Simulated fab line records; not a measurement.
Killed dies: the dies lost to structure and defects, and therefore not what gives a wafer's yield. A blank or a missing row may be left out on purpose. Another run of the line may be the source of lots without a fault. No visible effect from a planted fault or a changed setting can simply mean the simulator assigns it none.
Which tool is to blame? :: flow berkeleyCmos170 :: Sampling: 15 lots, 45 wafers, 3 of 331 route steps

WHAT THE GAUGES READ, wafer by wafer
UCB170_V1_BOW_MEAS_03.
lot: L778
measured: day 8 01:45
on: filmMetro-02
V1_BOW (um): 19 18 13

lot: L779
measured: day 8 01:27
on: filmMetro-03
V1_BOW (um): 12 13 15

lot: L780
measured: day 8 05:46
on: filmMetro-01
V1_BOW (um): 37 25 22

lot: L781
measured: day 8 23:08
on: filmMetro-03
V1_BOW (um): 12 4 12

lot: L782
measured: day 8 22:50
on: filmMetro-01
V1_BOW (um): 12 18 26

lot: L783
measured: day 8 23:29
on: filmMetro-03
V1_BOW (um): 29 12 18

lot: L784
measured: day 8 23:46
on: filmMetro-01
V1_BOW (um): 23 20 22

lot: L790
measured: day 9 15:41
on: filmMetro-02
V1_BOW (um): 32 25 28

lot: L789
measured: day 9 16:59
on: filmMetro-01
V1_BOW (um): -8 -8 1

lot: L786
measured: day 9 18:11
on: filmMetro-02
V1_BOW (um): 7 -3 -4

lot: L788
measured: day 9 22:26
on: filmMetro-03
V1_BOW (um): -12 -2 11

lot: L797
measured: day 11 08:41
on: filmMetro-02
V1_BOW (um): 3 9 17

lot: L798
measured: day 11 08:43
on: filmMetro-03
V1_BOW (um): 21 25 25

lot: L799
measured: day 11 23:23
on: filmMetro-01
V1_BOW (um): 27 23 4

lot: L800
measured: day 11 23:28
on: filmMetro-02
V1_BOW (um): 17 11 26

UCB170_V1_CD_MEAS_90: target cd 700 nm.
lot: L778
measured: day 8 05:18
on: cdSem-02
cdNm (nm): 698.1 697.2 697.2

lot: L779
measured: day 8 03:41
on: cdSem-02
cdNm (nm): 700.5 698.7 701.8

lot: L780
measured: day 8 07:46
on: cdSem-01
cdNm (nm): 698.6 697.8 696.7

lot: L781
measured: day 9 01:46
on: cdSem-02
cdNm (nm): 701.3 697.4 700.3

lot: L782
measured: day 9 01:44
on: cdSem-01
cdNm (nm): 697.7 701.2 696.5

lot: L783
measured: day 9 02:05
on: cdSem-01
cdNm (nm): 699.4 699.0 699.0

lot: L784
measured: day 9 02:18
on: cdSem-02
cdNm (nm): 697.8 699.7 699.3

lot: L790
measured: day 9 19:27
on: cdSem-02
cdNm (nm): 696.0 697.4 696.9

lot: L789
measured: day 9 20:19
on: cdSem-02
cdNm (nm): - - -

lot: L786
measured: day 9 21:49
on: cdSem-02
cdNm (nm): - - -

lot: L788
measured: day 10 00:41
on: cdSem-02
cdNm (nm): - - -

lot: L797
measured: day 11 11:49
on: cdSem-02
cdNm (nm): 698.3 696.8 699.8

lot: L798
measured: day 11 11:58
on: cdSem-02
cdNm (nm): 698.9 702.5 702.4

lot: L799
measured: day 12 01:08
on: cdSem-02
cdNm (nm): 699.0 699.6 699.7

lot: L800
measured: day 12 01:24
on: cdSem-02
cdNm (nm): 698.0 696.5 698.5

WHAT TOOL EACH LOT RAN ON (gives the tool, then ch and the chambers of the sampled wafers, and finally the start)
lot: L778
UCB170_V1_CVD_00: pecvd-04 ch 0,1,2, day 8 00:38

lot: L779
UCB170_V1_CVD_00: pecvd-01 ch 1,2, day 8 00:38

lot: L780
UCB170_V1_CVD_00: pecvd-02 ch 0,1, day 8 05:14

lot: L781
UCB170_V1_CVD_00: pecvd-01 ch 1,2, day 8 22:20

lot: L782
UCB170_V1_CVD_00: pecvd-02 ch 0,1,2, day 8 22:20

lot: L783
UCB170_V1_CVD_00: pecvd-04 ch 0,1,2, day 8 22:20

lot: L784
UCB170_V1_CVD_00: pecvd-01 ch 1,2, day 8 22:30

lot: L790
UCB170_V1_CVD_00: pecvd-01 ch 1,2, day 9 15:08

lot: L789
UCB170_V1_CVD_00: pecvd-02 ch 0,1, day 9 16:27

lot: L786
UCB170_V1_CVD_00: pecvd-01 ch 0,1,2, day 9 17:41

lot: L788
UCB170_V1_CVD_00: pecvd-04 ch 1,2, day 9 21:56

lot: L797
UCB170_V1_CVD_00: pecvd-01 ch 1,2, day 11 08:08

lot: L798
UCB170_V1_CVD_00: pecvd-04 ch 0,1,2, day 11 08:13

lot: L799
UCB170_V1_CVD_00: pecvd-02 ch 1,2, day 11 22:52

lot: L800
UCB170_V1_CVD_00: pecvd-01 ch 0,1,2, day 11 22:52
- UCB170_V1_CVD_00: deposits SiO2 from TEOS/O2, target thk 2000 nm, time 250 s.

WHAT THE TOOLS THEMSELVES READ (means of the sampled wafers that have a number; where no wafer has one, the mark that the record gives instead)
UCB170_V1_CVD_00.
lot: L778
tool: pecvd-04
heaterPowerW (W): 248
pressureMtorr (mTorr): 8993

lot: L779
tool: pecvd-01
heaterPowerW (W): 257
pressureMtorr (mTorr): 8991

lot: L780
tool: pecvd-02
heaterPowerW (W): 222
pressureMtorr (mTorr): 9005

lot: L781
tool: pecvd-01
heaterPowerW (W): 238
pressureMtorr (mTorr): 8992

lot: L782
tool: pecvd-02
heaterPowerW (W): 209
pressureMtorr (mTorr): 9010

lot: L783
tool: pecvd-04
heaterPowerW (W): 213
pressureMtorr (mTorr): 8988

lot: L784
tool: pecvd-01
heaterPowerW (W): 228
pressureMtorr (mTorr): 9011

lot: L790
tool: pecvd-01
heaterPowerW (W): 243
pressureMtorr (mTorr): 9002

lot: L789
tool: pecvd-02
heaterPowerW (W): -
pressureMtorr (mTorr): -

lot: L786
tool: pecvd-01
heaterPowerW (W): -
pressureMtorr (mTorr): -

lot: L788
tool: pecvd-04
heaterPowerW (W): -
pressureMtorr (mTorr): -

lot: L797
tool: pecvd-01
heaterPowerW (W): 248
pressureMtorr (mTorr): 8995

lot: L798
tool: pecvd-04
heaterPowerW (W): 198
pressureMtorr (mTorr): 8985

lot: L799
tool: pecvd-02
heaterPowerW (W): 224
pressureMtorr (mTorr): 8984

lot: L800
tool: pecvd-01
heaterPowerW (W): 258
pressureMtorr (mTorr): 8989

THE ANSWER, worked out from the rows above alone
Rule: the usual values come from the lots themselves. Put in order of their means at a reading, lots are off if they are a third of the lots or fewer, leave a main group of 4 or more, and stand apart from it by a gap of 3 or more times the standard deviation of the main group's means; of several such gaps the widest counts. A main group is skipped when, at the precision printed for the reading in the tables above, its means are all equal. Also off: a lot with no number at a reading for which 4 or more lots have one. The other lots that the step has rows for count as sound. First the gauges in route order, then the tools' own readings, where a lot's mean is used as printed above. At the first step where some lot is off, the reading lying furthest off is the one used; lots without a number count as furthest.
Off: L789, L786, L788 (UCB170_V1_CD_MEAS_90, cdNm). Without a number there: L789, L786, L788. The main group: mean 698.8 nm, standard deviation 1.2.
A tool fits if, at a process step before that reading, it ran every lot that is off, and no sound lot after the first of them. The gauges at UCB170_V1_CD_MEAS_90 aren't tried: what is off there is off at UCB170_V1_CVD_00 too, on other tools, and a gauge's error can't cause that. No candidate that was tried fits.

WHAT WAS PUT IN BY THE SIMULATOR
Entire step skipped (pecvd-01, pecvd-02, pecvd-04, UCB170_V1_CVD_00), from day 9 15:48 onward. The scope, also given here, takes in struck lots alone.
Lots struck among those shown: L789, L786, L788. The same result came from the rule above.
